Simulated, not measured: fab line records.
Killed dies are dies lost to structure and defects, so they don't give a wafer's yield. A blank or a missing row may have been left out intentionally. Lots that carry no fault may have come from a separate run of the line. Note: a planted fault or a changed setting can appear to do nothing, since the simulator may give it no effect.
fab line records -- flow rit-cmos
record lots=6, wafers=18, last-day=6
route steps=202 shown ACTIVE@1 FOX1@20 FOX2@23 NWELL@28 M1@202
lots that met no fault: taken from a fault-free run of the same line
start-h: the number of hours between the record's first day and the start of the first shown wafer of the lot -- wait-h: time in hours since the lot's previous step -- " the same as in the row above -- L1.1+2: several wafers, shown together as one row -- - no value present, or no start provided -- * or withheld: withheld -- < > ~ a bound
route shown NAME@n: NAME is a module with steps in the file, n the number in the route of the first one -- usual: mean/standard deviation taken from wafers without a fault -- same: alike in all rows -- chamber/n: place in a boat -- sites: readings site by site -- _std_site: the standard deviation of these -- _edge_site: the outer-site mean with the inner-site mean subtracted -- radius-mm: for every site, how far away it sits from the centre of the wafer -- mask NAME#n: copy n -- behind: the tool/chamber that last shaped the wafer -- hold: why the lot went on hold/how many hours it stayed there/how the hold came to an end -- device: the n, p or np transistor that did not switch -- end of line: the tests these same wafers got at the end of their route -- where a step has no rows: the recipe by itself -- killed: at the first sort, the dies lost to defects and structure; wafer yield is something else -- map: shows each die of a wafer: x if killed, . if not, _ if none is there
set.NAME: the setting the step ran with; set.NAME@STEP: the setting that earlier step ran with -- model.NAME: the simulator's own value behind a step, which no gauge read
a table for each step, a row for each wafer; lots at some steps of the route
services: a tool's chamber out of use, with start hour (start-h, from the record's first day; less than 0 if before it), hours out, and reason
## steps
# step RIT_ACTIVE_BOW_MEAS_00
# recipe mode=bow
# usual INCOMING_BOW=1/6.7
lot.wafer,tool,chamber,start-h,wait-h,INCOMING_BOW[um]
L465.3,film-metro-04,-,15.04,-,13
L465.4,film-metro-04,-,15.04,-,-5
L465.5,film-metro-04,-,15.04,-,9
L466.1,film-metro-02,-,20.00,-,-5
L466.3,film-metro-02,-,20.00,-,-5
L466.6,film-metro-02,-,20.00,-,2
L467.1,film-metro-04,-,25.00,-,3
L467.3,film-metro-04,-,25.00,-,0
L467.5,film-metro-04,-,25.00,-,-7
L475.1,film-metro-04,-,65.00,-,4
L475.4,film-metro-04,-,65.00,-,4
L475.5,film-metro-04,-,65.00,-,-5
L478.1,film-metro-03,-,80.00,-,8
L478.3,film-metro-03,-,80.00,-,-2
L478.5,film-metro-03,-,80.00,-,-7
L483.1,film-metro-03,-,105.00,-,-7
L483.3,film-metro-03,-,105.00,-,1
L483.5,film-metro-03,-,105.00,-,9
# step RIT_ACTIVE_OXIDATION_01
# recipe temp-c=1000, ambient=O2, target-thk-a=468, ox-time-s=3360
lot.wafer,tool,chamber,start-h,wait-h
L465.3+4+5,furnace-01,0,15.35,0.3
L466.1+3+6,furnace-04,0,22.53,2.5
L467.1+3+5,furnace-01,0,25.12,0.1
L475.1+4+5,furnace-01,0,66.27,1.3
L478.1+3+5,furnace-01,0,80.63,0.6
L483.1+3+5,furnace-01,0,105.34,0.3
# step RIT_ACTIVE_THK_MEAS_02
# recipe reads=SiO2_of_ACTIVE_OXIDATION_01
# usual ACTIVE_OXIDE_THK=46.8/0.86
lot.wafer,tool,chamber,start-h,wait-h,ACTIVE_OXIDE_THK[nm]
L465.3,film-metro-03,-,17.31,0.0,45.1
L465.4,film-metro-03,-,17.31,0.0,46.1
L465.5,film-metro-03,-,17.31,0.0,46.1
L466.1,film-metro-03,-,24.47,0.0,48.4
L466.3,film-metro-03,-,24.47,0.0,47.4
L466.6,film-metro-03,-,24.47,0.0,47.7
L467.1,film-metro-04,-,27.05,0.0,47.1
L467.3,film-metro-04,-,27.05,0.0,46.3
L467.5,film-metro-04,-,27.05,0.0,47.2
L475.1,film-metro-02,-,68.20,0.0,46.4
L475.4,film-metro-02,-,68.20,0.0,45.9
L475.5,film-metro-02,-,68.20,0.0,45.7
L478.1,film-metro-02,-,82.56,0.0,45.8
L478.3,film-metro-02,-,82.56,0.0,46.1
L478.5,film-metro-02,-,82.56,0.0,46.3
L483.1,film-metro-04,-,107.27,0.0,45.0
L483.3,film-metro-04,-,107.27,0.0,45.1
L483.5,film-metro-04,-,107.27,0.0,45.7
# step RIT_ACTIVE_CVD_03
# recipe material=Si3N4, target-thk-nm=150, temp-c=810, precursor=SiH2Cl2/NH3, time-s=1500, pressure-mtorr=300, sih2cl2-flow-sccm=60, nh3-flow-sccm=150
# step RIT_ACTIVE_THK_MEAS_04
# recipe reads=Si3N4_of_ACTIVE_CVD_03
# usual ACTIVE_NITRIDE_THK=149.7/1.5
lot.wafer,tool,chamber,start-h,wait-h,ACTIVE_NITRIDE_THK[nm]
L465.3,film-metro-03,-,18.78,0.0,148.9
L465.4,film-metro-03,-,18.78,0.0,150.7
L465.5,film-metro-03,-,18.78,0.0,150.1
L466.1,film-metro-03,-,25.94,0.0,148.8
L466.3,film-metro-03,-,25.94,0.0,147.7
L466.6,film-metro-03,-,25.94,0.0,149.2
L467.1,film-metro-02,-,29.24,0.0,150.1
L467.3,film-metro-02,-,29.24,0.0,149.1
L467.5,film-metro-02,-,29.24,0.0,148.8
L475.1,film-metro-03,-,70.39,0.0,149.4
L475.4,film-metro-03,-,70.39,0.0,148.8
L475.5,film-metro-03,-,70.39,0.0,149.6
L478.1,film-metro-02,-,84.04,0.0,150.9
L478.3,film-metro-02,-,84.04,0.0,150.7
L478.5,film-metro-02,-,84.04,0.0,151.2
L483.1,film-metro-02,-,108.75,0.0,151.0
L483.3,film-metro-02,-,108.75,0.0,151.1
L483.5,film-metro-02,-,108.75,0.0,151.5
# step RIT_ACTIVE_HMDS_05
# recipe prime-time-s=60, prime-temp-c=140
# step RIT_ACTIVE_COAT_06
# recipe resist=NOVOLAK, spin-rpm=3250, resist-thk-nm=984.1
# step RIT_ACTIVE_SOFTBAKE_07
# recipe resist=NOVOLAK, temp-c=90, time-s=60
# step RIT_ACTIVE_EXPOSE_08
# recipe mask-id=M1, na=0.6, source-shape=conventional, sigma-outer=0.6, target-cd-nm=1400, dose-mj=225
# step RIT_ACTIVE_PEB_09
# recipe resist=NOVOLAK, temp-c=withheld, time-s=withheld
# step RIT_ACTIVE_DEVELOP_10
# recipe resist=NOVOLAK, develop-time-s=51.79, dev-temp-c=23
# step RIT_ACTIVE_CD_MEAS_11
# recipe target-cd-nm=1400
# usual cd-nm=1400.6/2.1
lot.wafer,tool,chamber,start-h,wait-h,cd-nm
L465.3,cd-sem-01,-,19.84,-,1401.3
L465.4,cd-sem-01,-,19.84,-,1401.5
L465.5,cd-sem-01,-,19.84,-,1401.0
L466.1,cd-sem-01,-,26.85,-,1397.3
L466.3,cd-sem-01,-,26.85,-,1399.4
L466.6,cd-sem-01,-,26.85,-,1399.2
L467.1,cd-sem-02,-,30.27,-,1399.1
L467.3,cd-sem-02,-,30.27,-,1398.0
L467.5,cd-sem-02,-,30.27,-,1399.4
L475.1,cd-sem-02,-,71.42,-,1403.3
L475.4,cd-sem-02,-,71.42,-,1403.7
L475.5,cd-sem-02,-,71.42,-,1404.7
L478.1,cd-sem-02,-,85.07,-,1401.2
L478.3,cd-sem-02,-,85.07,-,1401.3
L478.5,cd-sem-02,-,85.07,-,1399.6
L483.1,cd-sem-01,-,109.79,-,1399.9
L483.3,cd-sem-01,-,109.79,-,1398.6
L483.5,cd-sem-01,-,109.79,-,1399.0
# step RIT_ACTIVE_HARDBAKE_12
# recipe resist=NOVOLAK, temp-c=140, time-s=60
# step RIT_ACTIVE_ETCH_13
# recipe stop-on=SiO2, chemistry=SF6, target=Si3N4, time-s=210, over-etch-frac=0.4, SF6_flow_sccm=200, pressure-mtorr=260, rf-w=125, target-depth-a=2100
# usual drypump-motor-current-A=5.9/0.34, oes-product-au=0.818/0.012, throttle-valve-pct=7.46/0.094
lot.wafer,tool,chamber,start-h,wait-h,drypump-motor-current-A,oes-product-au,rf-hours-counter-h,throttle-valve-pct
L465.3,rie-diel-04,1,20.07,0.1,5.8,0.813,130,7.47
L465.4,rie-diel-04,3,20.07,0.1,6.0,0.830,-,7.47
L465.5,rie-diel-04,1,20.07,0.1,5.8,0.809,-,7.46
L466.1,rie-diel-04,3,27.12,0.1,6.0,0.820,7,7.48
L466.3,rie-diel-04,0,27.12,0.1,6.3,0.799,89,7.65
L466.6,rie-diel-04,3,27.12,0.1,6.0,0.822,-,7.47
L467.1,rie-diel-02,2,30.54,0.1,5.4,0.825,71,7.35
L467.3,rie-diel-02,3,30.54,0.1,6.3,0.801,6,7.39
L467.5,rie-diel-02,0,30.54,0.1,5.9,0.820,-,7.38
L475.1,rie-diel-04,1,71.69,0.1,5.8,0.823,131,7.47
L475.4,rie-diel-04,3,71.69,0.1,6.0,0.819,7,7.47
L475.5,rie-diel-04,3,71.69,0.1,6.0,0.813,-,7.47
L478.1,rie-diel-02,1,85.34,0.1,6.4,0.825,59,7.41
L478.3,rie-diel-02,2,85.34,0.1,5.4,0.822,72,7.33
L478.5,rie-diel-02,3,85.34,0.1,6.3,0.801,-,7.40
L483.1,rie-diel-01,1,110.06,0.1,5.3,0.822,145,7.59
L483.3,rie-diel-01,0,110.06,0.1,6.3,0.837,89,7.37
L483.5,rie-diel-01,2,110.06,0.1,5.7,0.841,-,7.46
# step RIT_ACTIVE_STRIP_14
# recipe chemistry=O2, time-s=180, resist=NOVOLAK, platen-temp-c=withheld, power-w=500, pressure-mtorr=4000, o2-flow-sccm=4000
# usual drypump-motor-current-A=5.6/0.6
lot.wafer,tool,chamber,start-h,wait-h,drypump-motor-current-A,rf-hours-counter-h
L465.3,plasma-asher-02,1,20.26,0.1,5.4,-
L465.4,plasma-asher-02,0,20.26,0.1,5.6,-
L465.5,plasma-asher-02,1,20.26,0.1,5.4,-
L466.1,plasma-asher-03,0,27.26,0.1,5.1,38
L466.3,plasma-asher-03,0,27.26,0.1,5.1,-
L466.6,plasma-asher-03,0,27.26,0.1,5.1,-
L467.1,plasma-asher-03,0,30.68,0.1,5.2,39
L467.3,plasma-asher-03,1,30.68,0.1,5.1,-
L467.5,plasma-asher-03,1,30.68,0.1,5.1,-
L475.1,plasma-asher-02,1,71.83,0.1,5.4,42
L475.4,plasma-asher-02,1,71.83,0.1,5.5,-
L475.5,plasma-asher-02,1,71.83,0.1,5.4,-
L478.1,plasma-asher-04,1,85.48,0.1,6.8,45
L478.3,plasma-asher-04,1,85.48,0.1,6.9,-
L478.5,plasma-asher-04,1,85.48,0.1,6.9,-
L483.1,plasma-asher-04,1,110.19,0.1,6.9,48
L483.3,plasma-asher-04,0,110.19,0.1,5.8,-
L483.5,plasma-asher-04,0,110.19,0.1,5.8,-
# step RIT_ACTIVE_CD_MEAS_90
# recipe target-cd-nm=1400
# usual cd-nm=1400.5/2.1
lot.wafer,tool,chamber,start-h,wait-h,cd-nm
L465.3,cd-sem-01,-,20.41,0.1,1401.4
L465.4,cd-sem-01,-,20.41,0.1,1401.5
L465.5,cd-sem-01,-,20.41,0.1,1400.4
L466.1,cd-sem-01,-,27.43,0.1,1396.6
L466.3,cd-sem-01,-,27.43,0.1,1399.4
L466.6,cd-sem-01,-,27.43,0.1,1399.4
L467.1,cd-sem-02,-,30.85,0.1,1398.9
L467.3,cd-sem-02,-,30.85,0.1,1398.3
L467.5,cd-sem-02,-,30.85,0.1,1398.9
L475.1,cd-sem-01,-,72.00,0.1,1403.4
L475.4,cd-sem-01,-,72.00,0.1,1403.9
L475.5,cd-sem-01,-,72.00,0.1,1404.9
L478.1,cd-sem-02,-,85.65,0.1,1401.7
L478.3,cd-sem-02,-,85.65,0.1,1401.5
L478.5,cd-sem-02,-,85.65,0.1,1399.6
L483.1,cd-sem-01,-,110.36,0.1,1399.6
L483.3,cd-sem-01,-,110.36,0.1,1398.5
L483.5,cd-sem-01,-,110.36,0.1,1398.6
# step RIT_ACTIVE_CLEAN_15
# recipe chemistry=SC1, mix=3:3:50, time-s=600, temp-c=75
# step RIT_ACTIVE_CLEAN_16
# recipe chemistry=dHF, dilution=50:1, time-s=30
# step RIT_ACTIVE_CLEAN_17
# recipe chemistry=SC2, mix=3:3:50, time-s=600, temp-c=75, dry=n2-spin
# step RIT_FOX1_OXIDATION_00
# recipe temp-c=1100, ambient=H2O, target-thk-a=3507, p-h2o-torr=720, ox-time-s=1130
# step RIT_FOX1_THK_MEAS_01
# recipe reads=SiO2_of_FOX1_OXIDATION_00
# usual FOX1_OXIDE_THK=349/4.8
lot.wafer,tool,chamber,start-h,wait-h,FOX1_OXIDE_THK[nm]
L465.3,film-metro-03,-,25.02,0.0,355
L465.4,film-metro-03,-,25.02,0.0,357
L465.5,film-metro-03,-,25.02,0.0,346
L466.1,film-metro-03,-,29.23,0.0,345
L466.3,film-metro-03,-,29.23,0.0,346
L466.6,film-metro-03,-,29.23,0.0,351
L467.1,film-metro-03,-,33.32,0.0,344
L467.3,film-metro-03,-,33.32,0.0,348
L467.5,film-metro-03,-,33.32,0.0,347
L475.1,film-metro-02,-,74.06,0.0,345
L475.4,film-metro-02,-,74.06,0.0,342
L475.5,film-metro-02,-,74.06,0.0,344
L478.1,film-metro-03,-,88.37,0.0,356
L478.3,film-metro-03,-,88.37,0.0,355
L478.5,film-metro-03,-,88.37,0.0,348
L483.1,film-metro-02,-,112.51,0.0,347
L483.3,film-metro-02,-,112.51,0.0,348
L483.5,film-metro-02,-,112.51,0.0,346
# step RIT_FOX1_WET_ETCH_02
# recipe chemistry=BOE, target-depth-nm=350, time-s=390, temp-c=21.5, dry=n2-spin, dilution=10:1, target=SiO2
# step RIT_FOX2_OXIDATION_00
# recipe temp-c=1100, ambient=H2O, target-thk-a=3507, p-h2o-torr=720, ox-time-s=1130
# step RIT_FOX2_THK_MEAS_01
# recipe reads=SiO2_of_FOX2_OXIDATION_00
# usual FOX2_OXIDE_THK=352/5.2
lot.wafer,tool,chamber,start-h,wait-h,FOX2_OXIDE_THK[nm]
L465.3,film-metro-04,-,26.52,0.0,351
L465.4,film-metro-04,-,26.52,0.0,349
L465.5,film-metro-04,-,26.52,0.0,348
L466.1,film-metro-04,-,30.72,0.0,360
L466.3,film-metro-04,-,30.72,0.0,356
L466.6,film-metro-04,-,30.72,0.0,353
L467.1,film-metro-01,-,36.52,0.0,357
L467.3,film-metro-01,-,36.52,0.0,354
L467.5,film-metro-01,-,36.52,0.0,356
L475.1,film-metro-04,-,75.55,0.0,342
L475.4,film-metro-04,-,75.55,0.0,348
L475.5,film-metro-04,-,75.55,0.0,351
L478.1,film-metro-03,-,89.86,0.0,355
L478.3,film-metro-03,-,89.86,0.0,349
L478.5,film-metro-03,-,89.86,0.0,346
L483.1,film-metro-04,-,114.01,0.0,348
L483.3,film-metro-04,-,114.01,0.0,352
L483.5,film-metro-04,-,114.01,0.0,353
# step RIT_FOX2_CLEAN_02
# recipe chemistry=dHF, dilution=50:1, time-s=180
# step RIT_FOX2_WET_ETCH_03
# recipe chemistry=H3PO4, target=Si3N4, target-depth-nm=195, temp-c=165, time-s=2700
# step RIT_FOX2_THK_MEAS_90
# recipe reads=SiO2_of_FOX2_OXIDATION_00
# usual FIELD_OXIDE_LEFT_1_THK=325/5.1
lot.wafer,tool,chamber,start-h,wait-h,FIELD_OXIDE_LEFT_1_THK[nm]
L465.3,film-metro-03,-,27.40,0.0,323
L465.4,film-metro-03,-,27.40,0.0,321
L465.5,film-metro-03,-,27.40,0.0,320
L466.1,film-metro-04,-,31.67,0.0,332
L466.3,film-metro-04,-,31.67,0.0,329
L466.6,film-metro-04,-,31.67,0.0,326
L467.1,film-metro-04,-,37.40,0.0,330
L467.3,film-metro-04,-,37.40,0.0,326
L467.5,film-metro-04,-,37.40,0.0,329
L475.1,film-metro-03,-,76.42,0.0,315
L475.4,film-metro-03,-,76.42,0.0,321
L475.5,film-metro-03,-,76.42,0.0,324
L478.1,film-metro-03,-,90.74,0.0,328
L478.3,film-metro-03,-,90.74,0.0,322
L478.5,film-metro-03,-,90.74,0.0,319
L483.1,film-metro-01,-,114.88,0.0,321
L483.3,film-metro-01,-,114.88,0.0,325
L483.5,film-metro-01,-,114.88,0.0,325
# step RIT_NWELL_HMDS_00
# recipe prime-time-s=60, prime-temp-c=140
# step RIT_NWELL_COAT_01
# recipe resist=NOVOLAK, spin-rpm=2000, resist-thk-nm=1300
# step RIT_NWELL_SOFTBAKE_02
# recipe resist=NOVOLAK, temp-c=90, time-s=58
# step RIT_NWELL_EXPOSE_03
# recipe mask-id=M2, na=0.57, target-cd-nm=43900, dose-mj=250
# step RIT_M1_PROBE_99
# usual killed-at-front-end=7.1/2.7, killed-dies=7.2/2.7, killed-open=3.5/1.9, killed-short=3.6/1.9
# same gross-dies=264, killed_at_M0_to_M3=0, killed_at_M4_up=0, killed-at-back-side=0, killed-at-contacts=0, killed-at-other=0
lot.wafer,tool,chamber,start-h,wait-h,killed-at-front-end,killed-dies,killed-open,killed-short
L465.3,prober-01,-,67.00,0.2,3,3,3,0
L465.4,prober-01,-,67.05,0.2,9,9,5,4
L465.5,prober-01,-,67.10,0.2,5,5,2,3
L466.1,prober-02,-,72.23,0.1,7,7,2,5
L466.3,prober-02,-,72.33,0.2,5,5,0,5
L466.6,prober-02,-,72.48,0.2,4,4,1,3
L467.1,prober-01,-,75.92,0.1,7,7,7,0
L467.3,prober-01,-,76.02,0.2,10,10,6,4
L467.5,prober-01,-,76.12,0.2,6,6,4,2
L475.1,prober-01,-,116.60,0.1,8,8,4,4
L475.4,prober-01,-,116.75,0.2,4,4,2,2
L475.5,prober-01,-,116.80,0.2,10,10,4,5
L478.1,prober-02,-,131.42,0.1,20,20,6,2
L478.3,prober-02,-,131.52,0.2,13,13,3,3
L478.5,prober-02,-,131.62,0.2,12,12,3,3
L483.1,prober-01,-,153.75,0.1,16,16,5,4
L483.3,prober-01,-,153.85,0.2,19,19,2,2
L483.5,prober-01,-,153.95,0.2,23,23,2,7
# killed by level:class
L465.3 FOX2:geometric-particle:open=1 GATE:geometric-particle:open=1 REOX:geometric-particle:open=1
L465.4 GATE:geometric-particle:open=4 GATE:geometric-particle:short=3 FOX2:geometric-particle:short=1 FOX2:geometric-particle:open=1
L465.5 GATE:geometric-particle:short=2 REOX:geometric-particle:open=2 REOX:geometric-particle:short=1
L466.1 GATE:geometric-particle:short=2 SPACER:geometric-particle:short=2 FOX2:geometric-particle:open=1 GATE:geometric-particle:open=1 REOX:geometric-particle:short=1
L466.3 GATE:geometric-particle:short=2 FOX1:geometric-particle:short=1 FOX2:geometric-particle:short=1 SILICIDE:geometric-particle:short=1
L466.6 FOX2:geometric-particle:short=1 GATE:geometric-particle:short=1 REOX:geometric-particle:open=1 SILICIDE:geometric-particle:short=1
L467.1 GATE:geometric-particle:open=2 REOX:geometric-particle:open=2 FOX1:geometric-particle:open=1 FOX2:geometric-particle:open=1 SPACER:geometric-particle:open=1
L467.3 FOX1:geometric-particle:short=2 REOX:geometric-particle:open=2 SPACER:geometric-particle:open=2 FOX2:geometric-particle:open=1 GATE:geometric-particle:open=1 REOX:geometric-particle:short=1 SPACER:geometric-particle:short=1
L467.5 GATE:geometric-particle:open=2 GATE:geometric-particle:short=2 FOX1:geometric-particle:open=1 SPACER:geometric-particle:open=1
L475.1 FOX1:geometric-particle:short=2 SPACER:geometric-particle:open=2 FOX1:geometric-particle:open=1 GATE:geometric-particle:short=1 REOX:geometric-particle:short=1 SILICIDE:geometric-particle:open=1
L475.4 FOX1:geometric-particle:short=1 GATE:geometric-particle:open=1 SPACER:geometric-particle:short=1 SILICIDE:geometric-particle:open=1
L475.5 FOX1:geometric-particle:open=3 GATE:geometric-particle:short=3 FOX1:geometric-particle:short=2 SILICIDE:geometric-particle:open=1 PRETRO:coat-microbubble-printed=1
L478.1 ACTIVE:unspecified=12 GATE:geometric-particle:open=4 GATE:geometric-particle:short=1 REOX:geometric-particle:open=1 SPACER:geometric-particle:open=1 SILICIDE:geometric-particle:short=1
L478.3 ACTIVE:unspecified=7 GATE:geometric-particle:open=1 REOX:geometric-particle:open=1 REOX:geometric-particle:short=1 SPACER:geometric-particle:open=1 SPACER:geometric-particle:short=1 SILICIDE:geometric-particle:short=1
L478.5 ACTIVE:unspecified=6 SPACER:geometric-particle:open=2 GATE:geometric-particle:short=1 REOX:geometric-particle:short=1 SPACER:geometric-particle:short=1 SILICIDE:geometric-particle:open=1
L483.1 ACTIVE:unspecified=7 FOX1:geometric-particle:open=3 FOX1:geometric-particle:short=1 FOX2:geometric-particle:short=1 GATE:geometric-particle:open=1 GATE:geometric-particle:short=1 REOX:geometric-particle:short=1 SILICIDE:geometric-particle:open=1
L483.3 ACTIVE:unspecified=15 FOX1:geometric-particle:open=1 FOX1:geometric-particle:short=1 REOX:geometric-particle:short=1 SILICIDE:geometric-particle:open=1
L483.5 ACTIVE:unspecified=14 FOX1:geometric-particle:short=3 FOX1:geometric-particle:open=1 FOX2:geometric-particle:short=1 GATE:geometric-particle:short=1 GATE:geometric-particle:open=1 SPACER:geometric-particle:short=1 SILICIDE:geometric-particle:short=1
# map L478.1 (x killed, . not)
________......._______
_____.............____
____....x......x...___
___.................__
__..........x.x......_
__.....x..x.........._
_....................x
_.....................
_.............x.x.....
_..x.x...x.........x..
__....x.............x_
__....x...xx........._
___.x........x......__
____...............___
_____.............____
________......._______
# map L483.5 (x killed, . not)
________..x...x_______
_____.....x.......____
____........x..x...___
___xx........x......__
__..................._
__..................._
_.........x.......x...
_.....x............x..
_.......x.......x.....
_.....x............x..
__x.................._
__..................._
___.x.............x.__
____.............x.___
_____......x......____
________...xx.._______
## services
tool,chamber,start-h,hours,kind
plasma-asher-02,-,-6.58,0.4,repair
furnace-04,-,-5.97,3.1,pm
rie-diel-04,1,-5.39,3.0,repair
rie-diel-01,1,-4.25,1.6,repair
furnace-04,-,-1.37,4.6,repair
rie-diel-04,0,0.23,6.1,repair
rie-diel-04,2,10.36,12.4,repair
rie-diel-04,1,39.31,4.1,repair
plasma-asher-02,-,41.58,7.8,repair
rie-diel-02,0,76.36,-,clean
rie-diel-02,0,76.36,14.8,scheduled-down
rie-diel-02,0,76.36,14.8,vent-cycle
rie-diel-02,3,87.02,10.5,repair
rie-diel-01,1,95.27,5.7,repair
plasma-asher-03,-,108.75,9.0,pm
plasma-asher-03,0,108.75,9.0,vent-cycle
plasma-asher-03,1,108.75,9.0,vent-cycle
plasma-asher-02,-,109.58,2.8,pm
## key
first-sign step=RIT_M1_PROBE_99, reading=killed-at-front-end, direction=up, sigmas=3.7, usual=7.1, struck=17.2
effect step=RIT_M1_PROBE_99, reading=killed-dies, direction=up, sigmas=3.7, usual=7.2, struck=17.2
met-at RIT_ACTIVE_OXIDATION_01
struck-wafers L478.1,L478.3,L478.5,L483.1,L483.3,L483.5
tester-left-out L478,L483
onset-between 66.27 80.63
also-fits time
fault kind=chamber-particle-source, tool=furnace-01, chamber=0, onset-h=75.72, steps=RIT_ACTIVE_OXIDATION_01, rate-per-visit-cm2=0.059601, end-h=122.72
# tester-left-out: of these lots the tester's yield and bins aren't shown, on N5 and GAA mostly nor the transistor test; their killed dies are dies lost to structure and defects alone, not to doping, threshold or leakage, so they don't give the yield
